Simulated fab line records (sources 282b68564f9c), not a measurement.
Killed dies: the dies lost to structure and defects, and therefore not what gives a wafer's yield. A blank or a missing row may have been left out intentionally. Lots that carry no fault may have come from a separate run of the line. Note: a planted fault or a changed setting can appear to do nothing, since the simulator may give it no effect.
A struck lot beside a sound one + flow ritCmos + 26 out of 202 route steps
Sound: these wafers, L283.1, L283.3, L283.6. Struck: wafers L294.2, L294.3, L294.5. At the end, the cause is stated.
Order at every step that has rows: each side's tool, ch and its chambers, its first start. Under that, the readings that differ: sound wafers + struck wafers + difference of the means + sigmas: that difference in standard deviations of wafers without a fault.
alike: a reading whose means differ by less than 2 such deviations, as well as words and numbers matching on both sides. not compared: withheld readings; readings where some wafer has no value; bounds like >300 that might hide an equal value; numbers whose values overlap and for which the record gives no deviation.
Wherever a step has rows on one side only, a row that says differs or no value, or a row with sigmas, the two part there. Non-overlapping numbers with no deviation appear without sigmas and do not part them. A reading missing from all wafers of one side parts the sides only when that side holds two or more wafers.

first, 1 step without rows for these wafers: RIT_SPACER_CVD_03 (deposits Si3N4 from SiH2Cl2/NH3, target thk 250 nm, time 3300 s).
RIT_SPACER_THK_MEAS_04:
  struck on filmMetro-03, day 5 15:29; sound on filmMetro-02, day 3 10:04
  alike: SPACER_NITRIDE_THK
RIT_SPACER_ETCHBACK_05: etches Si3N4 in SF6/CHF3, stops on SiO2, target depth 250 nm, time 240 s.
  sound on rieDiel-01 ch 0,1,2, day 3 10:08; struck on rieDiel-04 ch 0,1,2, day 5 15:32
  alike: chamberPressureMTorr, drypumpMotorCurrentA, oesProductAu, throttleValvePct
  not compared: rfHoursCounterH
then, 6 steps without rows for these wafers: RIT_NSD_HMDS_00 (prime time 60 s); RIT_NSD_COAT_01 (resist thk 1000 nm); RIT_NSD_SOFTBAKE_02 (time 60 s); RIT_NSD_EXPOSE_03 (exposes mask M9, target cd 40700 nm); RIT_NSD_PEB_04; RIT_NSD_DEVELOP_05 (develop time 50 s).
RIT_NSD_OVL_MEAS_06:
  struck on overlay-01, day 5 16:32; sound on overlay-02, day 3 11:08
  alike: NSD_OVL
then, 2 steps without rows for these wafers: RIT_NSD_HARDBAKE_07 (time 60 s); RIT_NSD_IMPLANT_08.
RIT_NSD_STRIP_09: strips in O2, time 180 s.
  sound on plasmaAsher-03 ch 0,1, day 3 11:28; struck on plasmaAsher-03 ch 0, day 5 16:52
  no value came back on the struck wafers for chamberPressureMTorr (mTorr), drypumpMotorCurrentA (A); on the sound wafers chamberPressureMTorr (mTorr) reads 4003 3997 3997
| reading                                 | sound | struck            | difference | sigmas |
|-----------------------------------------|-------|-------------------|------------|--------|
| model.NOVOLAK_of_NSD_COAT_01.thkNm (nm) | 0 0 0 | 888.6 885.9 886.4 | +887.0     |        |
  not compared: rfHoursCounterH
RIT_NSD_TW_MEAS_10:
  struck on filmMetro-04, day 5 17:03; sound on filmMetro-03, day 3 11:38
  alike: NSD_TW
then, 6 steps without rows for these wafers: RIT_PSD_HMDS_00 (prime time 60 s); RIT_PSD_COAT_01 (resist thk 1000 nm); RIT_PSD_SOFTBAKE_02 (time 60 s); RIT_PSD_EXPOSE_03 (exposes mask M10, target cd 40900 nm); RIT_PSD_PEB_04; RIT_PSD_DEVELOP_05 (develop time 50 s).
RIT_PSD_OVL_MEAS_06:
  struck on overlay-02, day 5 18:05; sound on overlay-01, day 3 12:40
  alike: PSD_OVL
then, 2 steps without rows for these wafers: RIT_PSD_HARDBAKE_07 (time 60 s); RIT_PSD_IMPLANT_08.
RIT_PSD_STRIP_09: strips in O2, time 180 s.
  sound on plasmaAsher-04 ch 0,1, day 3 13:02; struck on plasmaAsher-04 ch 0, day 5 18:35
  alike: chamberPressureMTorr, drypumpMotorCurrentA
  not compared: rfHoursCounterH
RIT_PSD_TW_MEAS_10:
  struck on filmMetro-03, day 5 18:47; sound on filmMetro-03, day 3 13:13
| reading | sound          | struck   | difference | sigmas      |
|---------|----------------|----------|------------|-------------|
| PSD_TW  | 3442 3458 3464 | 30 30 30 | -3425      | -99 or more |
then, 1 step without rows for these wafers: RIT_SDANNEAL_CLEAN_00 (cleans in SC1, time 600 s).

WHERE THEY PART
At RIT_NSD_STRIP_09 first; at RIT_PSD_TW_MEAS_10 last (within this record only).

WHY: the cause the simulator had injected
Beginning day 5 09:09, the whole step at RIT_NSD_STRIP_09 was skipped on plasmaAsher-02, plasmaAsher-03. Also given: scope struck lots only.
